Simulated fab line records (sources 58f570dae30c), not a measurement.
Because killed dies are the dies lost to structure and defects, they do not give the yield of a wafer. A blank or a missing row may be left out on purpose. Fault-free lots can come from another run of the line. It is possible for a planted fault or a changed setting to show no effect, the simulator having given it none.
2 desks looking at one fault :: flow berkeley-cmos170 :: numbers are kept per desk, each desk with only its own; the story behind them comes last

== DESK OF THE TOOL OWNER: rie-metal-02 ==
The tool's own readings at UCB170_M1_METAL_ETCH_12 (etches Al in Cl2/BCl3, stops on PSG, target depth 780 nm, time 130 s): means of the sampled wafers that have a number, for each lot that ran on this tool. A lot is out of limits, marked OUT, if its mean lies more than 4 standard deviations from the usual mean; the brackets give that distance.
Columns: A = drypump-motor-current-A at UCB170_M1_METAL_ETCH_12, usual 5.6 A; B = mfc-cl2-sccm at UCB170_M1_METAL_ETCH_12, usual 89.98 sccm; C = oes-product-au at UCB170_M1_METAL_ETCH_12, usual 0.858 a.u.; D = throttle-valve-pct at UCB170_M1_METAL_ETCH_12, usual 24.44 %
lot: L449
first seen here: day 9 05:29
A: 5.3
B: 89.79
C: 0.856
D: 24.07

lot: L451
first seen here: day 9 23:49
A: 5.0
B: 89.92
C: 0.843
D: 24.23

lot: L454
first seen here: day 10 19:49
A: 5.0
B: 90.09
C: 0.849
D: 24.23

lot: L459
first seen here: day 11 19:39
A: 4.8
B: 89.89
C: 0.841
D: 24.30
Result from this desk: across the 4 lots, nothing is out of limits.

== FROM THE METROLOGY DESK ==
Means of the sampled wafers that have a number, per lot and without regard to the tool the lot ran on: this is what the gauges read. A lot is out of limits, marked OUT, if its mean lies more than 4 standard deviations from the usual mean; the brackets give that distance.
Columns: A = cd-nm at UCB170_M1_CD_MEAS_90, usual 700.1 nm
lot: L449
first seen here: day 9 05:45
A: 698.4

lot: L448
first seen here: day 9 05:58
A: 699.7

lot: L450
first seen here: day 9 07:31
A: 699.9

lot: L451
first seen here: day 10 00:04
A: 698.9

lot: L453
first seen here: day 10 16:07
A: 701.6

lot: L456
first seen here: day 10 18:52
A: 705.3

lot: L454
first seen here: day 10 20:04
A: 690.9

lot: L459
first seen here: day 11 19:54
A: 679.6 (-7.6) OUT

lot: L464
first seen here: day 12 04:47
A: 699.3

lot: L463
first seen here: day 12 05:11
A: 702.0

lot: L465
first seen here: day 12 14:35
A: 701.1

lot: L469
first seen here: day 12 23:41
A: 698.8

lot: L467
first seen here: day 13 00:13
A: 698.4

lot: L470
first seen here: day 13 20:15
A: 698.8
This desk's finding: out of limits on L459; first on L459, day 11 19:54 (cd-nm at UCB170_M1_CD_MEAS_90). L449, L448, L450, L451, L453, L456, L454, L464, L463, L465, L469, L467, L470 stayed within limits.

== PUT TOGETHER ==
At day 11 19:54 the metrology desk could have sounded an alarm, on L459.
The desk of the tool owner found nothing out of limits.
On record at the tool owner's desk: L459, within its limits.
Of the lots named, all ran UCB170_M1_METAL_ETCH_12 on rie-metal-02.

== WHAT THE SIMULATOR HAD PUT IN ==
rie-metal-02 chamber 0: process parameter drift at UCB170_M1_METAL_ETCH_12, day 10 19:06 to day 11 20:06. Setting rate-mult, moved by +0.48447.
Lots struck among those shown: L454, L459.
Hours from the fault's start to each desk's first reading out of limits: the metrology desk, 25.
